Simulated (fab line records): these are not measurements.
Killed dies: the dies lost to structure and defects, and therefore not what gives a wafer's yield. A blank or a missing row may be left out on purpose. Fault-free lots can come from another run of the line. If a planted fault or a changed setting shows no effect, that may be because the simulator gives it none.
A single fault, viewed from 2 desks    flow berkeley_cmos170    every desk sees just its own numbers, and what lay behind them comes last

== FROM THE METROLOGY DESK ==
What the gauges read, lot by lot, whatever tool the lot ran on: means of the sampled wafers that have a number. A lot is out of limits, marked OUT, if its mean lies more than 4 standard deviations from the usual mean; the brackets give that distance.
Columns: A = NWELL_NITRIDE_THK at UCB170_NWELL_THK_MEAS_05, usual 224.1 nm
lot   first seen here  A
L315  day 2 04:41      222.3
L316  day 2 04:46      222.3
L317  day 2 11:31      225.2
L319  day 3 05:56      226.3
L320  day 3 05:56      226.7
L321  day 3 19:07      225.1
L323  day 4 13:34      219.8
L325  day 4 13:34      224.9
L324  day 4 13:34      224.7
L327  day 5 00:13      220.5
L329  day 5 08:25      228.6
L330  day 5 12:25      172.7 (-23) OUT
L331  day 5 12:25      170.4 (-24) OUT
L338  day 6 19:04      224.5
This desk's finding: out of limits on L330, L331; first on L330, day 5 12:25 (NWELL_NITRIDE_THK at UCB170_NWELL_THK_MEAS_05). In limits: L315, L316, L317, L319, L320, L321, L323, L325, L324, L327, L329, L338.

== DESK OF THE TOOL OWNER: lpcvd-01 ==
The tool's own readings at UCB170_NWELL_CVD_04 (deposits Si3N4 from SiH2Cl2/NH3, target thk 224 nm, time 3360 s): means of the sampled wafers that have a number, for each lot that ran on this tool. A lot is out of limits, marked OUT, if its mean lies more than 4 standard deviations from the usual mean; the brackets give that distance.
Columns: A = spike_tc_centre_C at UCB170_NWELL_CVD_04, usual 802.9 C
lot   first seen here  A
L315  day 2 02:46      804.2
L316  day 2 02:46      803.3
L317  day 2 08:37      803.4
L319  day 3 04:01      803.3
L320  day 3 04:01      803.8
L323  day 4 11:37      802.8
L324  day 4 11:37      802.7
L325  day 4 11:37      803.1
L327  day 4 22:17      802.6
L330  day 5 10:28      803.2
L331  day 5 10:28      802.3
This desk found nothing out of limits on any of the 11 lots.

== ALL TOGETHER ==
L330, L331 would have let the metrology desk raise an alarm at day 5 12:25.
The desk of the tool owner found nothing out of limits.
The tool owner's desk has L330, L331 on record, within its limits.
On lpcvd-01, each named lot ran UCB170_NWELL_CVD_04.

== WHAT THE SIMULATOR PUT IN ==
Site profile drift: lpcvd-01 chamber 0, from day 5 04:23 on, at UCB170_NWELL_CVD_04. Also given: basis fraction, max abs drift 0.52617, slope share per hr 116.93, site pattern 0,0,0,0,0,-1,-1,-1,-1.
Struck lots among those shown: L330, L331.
Time in hours between the start of the fault and the first out-of-limits reading at each desk: metrology desk, 8.
